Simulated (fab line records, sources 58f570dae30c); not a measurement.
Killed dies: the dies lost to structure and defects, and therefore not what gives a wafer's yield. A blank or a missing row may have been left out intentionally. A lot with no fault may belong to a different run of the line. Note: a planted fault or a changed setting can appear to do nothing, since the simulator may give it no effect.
Which tool did it? ; flow berkeleyCmos170 ; 7 lots, 21 wafers sampled, at 3 steps of a route of 331

WHAT THE GAUGES READ, wafer by wafer
UCB170_SDANNEAL_RS_MEAS_03: uses a four-point probe to measure.
lot;measured;on;NSD_RS (ohm/sq)
L764;day 8 20:10;filmMetro-04;37.14 37.32 37.11
L768;day 9 12:17;filmMetro-02;37.21 37.33 37.24
L770;day 9 12:53;filmMetro-04;37.31 37.27 37.31
L775;day 11 02:04;filmMetro-04;38.19 38.20 38.16
L780;day 11 22:40;filmMetro-02;38.30 38.11 38.26
L782;day 12 05:54;filmMetro-02;37.19 37.24 37.28
L785;day 13 09:16;filmMetro-04;37.37 37.32 37.40

WHICH TOOL RAN EACH LOT (tool, then ch and the chambers of the sampled wafers, then the start)
lot;UCB170_NSD_IMPLANT_08;UCB170_NSD_STRIP_09
L764;implanter-04 ch 0, day 8 18:13;plasmaAsher-02 ch 0,1, day 8 18:22
L768;implanter-02 ch 0, day 9 10:18;plasmaAsher-02 ch 0,1, day 9 10:27
L770;implanter-03 ch 0, day 9 10:45;plasmaAsher-02 ch 0,1, day 9 10:54
L775;implanter-02 ch 0, day 11 00:02;plasmaAsher-02 ch 0,1, day 11 00:11
L780;implanter-02 ch 0, day 11 20:48;plasmaAsher-02 ch 0,1, day 11 20:57
L782;implanter-04 ch 0, day 12 04:25;plasmaAsher-04 ch 0,1, day 12 04:34
L785;implanter-03 ch 0, day 13 07:49;plasmaAsher-02 ch 0,1, day 13 07:58
- UCB170_NSD_IMPLANT_08
- UCB170_NSD_STRIP_09: strips in O2.

THE ANSWER, worked out from the rows above alone
Rule: the usual values come from the lots themselves. Put in order of their means at a reading, lots are off if they are a third of the lots or fewer, leave a main group of 4 or more, and stand apart from it by a gap of 3 or more times the standard deviation of the main group's means; of several such gaps the widest counts. Not used: any main group whose means are identical at the precision the tables above print for the reading. A lot without any number at a reading at which 4 lots or more have one is off too. Any other lot the step has rows for is counted as sound.
Off: L775, L780, seen at UCB170_SDANNEAL_RS_MEAS_03 (NSD_RS). The main group: mean 37.27 ohm/sq, standard deviation 0.058.
If a tool, at a process step before that reading, ran all the lots that are off and no sound lot after the first of them, it fits. Gauges at UCB170_SDANNEAL_RS_MEAS_03: tried the same way as those tools. One fits: implanter-02 at UCB170_NSD_IMPLANT_08. A fault onset in the window from L768 (day 9 10:18, its last sound lot) to L775 (day 11 00:02, its first lot off) fits.

WHAT THE SIMULATOR HAD INSERTED
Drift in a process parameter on implanter-02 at UCB170_NSD_IMPLANT_08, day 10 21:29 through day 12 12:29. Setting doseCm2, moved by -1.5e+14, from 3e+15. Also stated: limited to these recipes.
Shown lots that were struck: L775, L780. The rule given above showed the same thing.
